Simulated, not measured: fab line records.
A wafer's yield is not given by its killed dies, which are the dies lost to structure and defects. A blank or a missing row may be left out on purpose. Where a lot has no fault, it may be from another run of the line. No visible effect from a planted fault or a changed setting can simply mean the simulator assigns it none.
What tool caused it?	flow berkeley_cmos170	14 lots, 40 wafers sampled, at 3 steps of a route of 331

WHAT THE GAUGES READ, wafer by wafer
UCB170_NLDD_TW_MEAS_11.
lot	measured	on	NLDD_TW
L272	day 6 03:06	film_metro-03	2238 2230 2237
L276	day 7 13:37	film_metro-03	2225 2223 2219
L279	day 7 13:54	film_metro-03	2220 2235 2226
L278	day 7 14:02	film_metro-03	2224 2219 2227
L280	day 7 22:26	film_metro-01	2232 2222 2240
L282	day 7 23:34	film_metro-01	2252 2246 2249
L283	day 8 11:56	film_metro-04	2159 2165 2163 2152
L284	day 8 18:55	film_metro-01	2122 2116 2130 2126
L287	day 9 10:34	film_metro-01	2232 2214 2226
L289	day 9 12:18	film_metro-03	2228 2221 2221
L290	day 10 02:06	film_metro-03	2225 2235 2236
L292	day 10 15:30	film_metro-04	2245 2249 2248
L294	day 10 15:47	film_metro-01	2233 2247 2234
L295	day 11 03:16	film_metro-01	2218 2218 2219

UCB170_SDANNEAL_RS_MEAS_05: measurement is done with a four-point probe.
lot	measured	on	NLDD_RS (ohm/sq)
L272	day 6 13:20	film_metro-01	614.8 615.2 613.9
L276	day 7 23:38	film_metro-04	615.5 616.0 615.6
L279	day 7 22:41	film_metro-03	616.8 616.8 615.4
L278	day 8 00:01	film_metro-03	616.0 616.3 616.8
L280	day 8 11:01	film_metro-03	613.9 616.1 616.1
L282	day 8 10:13	film_metro-03	613.9 615.4 613.5
L283	day 9 09:13	film_metro-03	536.6 536.1 536.3 535.0
L284	day 9 08:37	film_metro-01	537.4 537.3 537.5 536.5
L287	day 9 19:56	film_metro-01	614.2 614.9 616.8
L289	day 9 20:29	film_metro-03	614.9 615.7 617.4
L290	day 10 13:04	film_metro-01	616.0 615.9 613.7
L292	day 11 00:58	film_metro-01	615.1 615.0 614.2
L294	day 11 01:08	film_metro-03	619.2 615.7 616.9
L295	day 11 12:43	film_metro-03	615.3 616.5 615.4

WHICH TOOL RAN EACH LOT (tool, then ch and the chambers of the sampled wafers, then the start)
lot	UCB170_NLDD_IMPLANT_08
L272	implanter-03 ch 0, day 6 02:43
L276	implanter-03 ch 0, day 7 13:13
L279	implanter-03 ch 0, day 7 13:30
L278	implanter-02 ch 0, day 7 13:40
L280	implanter-01 ch 0, day 7 22:02
L282	implanter-01 ch 0, day 7 23:10
L283	implanter-01 ch 0, day 8 11:32
L284	implanter-01 ch 0, day 8 18:32
L287	implanter-02 ch 0, day 9 10:10
L289	implanter-03 ch 0, day 9 11:52
L290	implanter-02 ch 0, day 10 01:42
L292	implanter-02 ch 0, day 10 15:06
L294	implanter-03 ch 0, day 10 15:23
L295	implanter-02 ch 0, day 11 02:54
- UCB170_NLDD_IMPLANT_08

AS READ BY THE TOOLS THEMSELVES (means over the sampled wafers that have a number; for cases with no such wafer, the mark the record gives instead)
UCB170_NLDD_IMPLANT_08.
lot	tool	tilt_deg (degrees)
L272	implanter-03	6.980
L276	implanter-03	7.018
L279	implanter-03	7.007
L278	implanter-02	7.004
L280	implanter-01	7.019
L282	implanter-01	7.006
L283	implanter-01	0.027
L284	implanter-01	0.019
L287	implanter-02	6.988
L289	implanter-03	7.003
L290	implanter-02	7.009
L292	implanter-02	6.973
L294	implanter-03	6.986
L295	implanter-02	7.011

THE ANSWER, worked out from the rows above alone
Rule: what is usual is taken from the lots themselves. Put in order of their means at a reading, lots are off if they are a third of the lots or fewer, leave a main group of 4 or more, and stand apart from it by a gap of 3 or more times the standard deviation of the main group's means; of several such gaps the widest counts. Not used: any main group whose means are identical at the precision the tables above print for the reading. A lot without any number at a reading at which 4 lots or more have one is off too. Any other lot the step has rows for is counted as sound. The gauges are gone through in route order, then the tools' own readings, and for those a lot's mean is taken as printed above. At the first step where some lot is off, the reading lying furthest off is the one used; lots without a number count as furthest.
Off: at UCB170_NLDD_TW_MEAS_11 (NLDD_TW), L283, L284. Main group: mean 2231, sd 9.5.
A tool fits if, at a process step before that reading, it ran every lot that is off, and no sound lot after the first of them. The gauges at UCB170_NLDD_TW_MEAS_11 aren't tried: what is off there is off at UCB170_NLDD_IMPLANT_08 too, on other tools, and a gauge's error can't cause that. One candidate fits, namely implanter-01 at UCB170_NLDD_IMPLANT_08. A fault onset in the window from L282 (day 7 23:10, its last sound lot) to L283 (day 8 11:32, its first lot off) fits.
The tool's own readings at UCB170_NLDD_IMPLANT_08 bear it out: on the lots that are off they differ by more than 5 times the standard deviation of the sound lots' means. tilt_deg reads 0.023 degrees there against 7.000 degrees on the sound lots.

WHAT THE SIMULATOR HAD INSERTED
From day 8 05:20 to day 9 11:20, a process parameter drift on implanter-01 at UCB170_NLDD_IMPLANT_08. A move of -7 in setting tilt_deg, from 7. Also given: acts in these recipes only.
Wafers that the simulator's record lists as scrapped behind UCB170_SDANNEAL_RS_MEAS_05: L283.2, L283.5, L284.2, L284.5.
Shown lots that were struck: L283, L284. The rule above found the same.
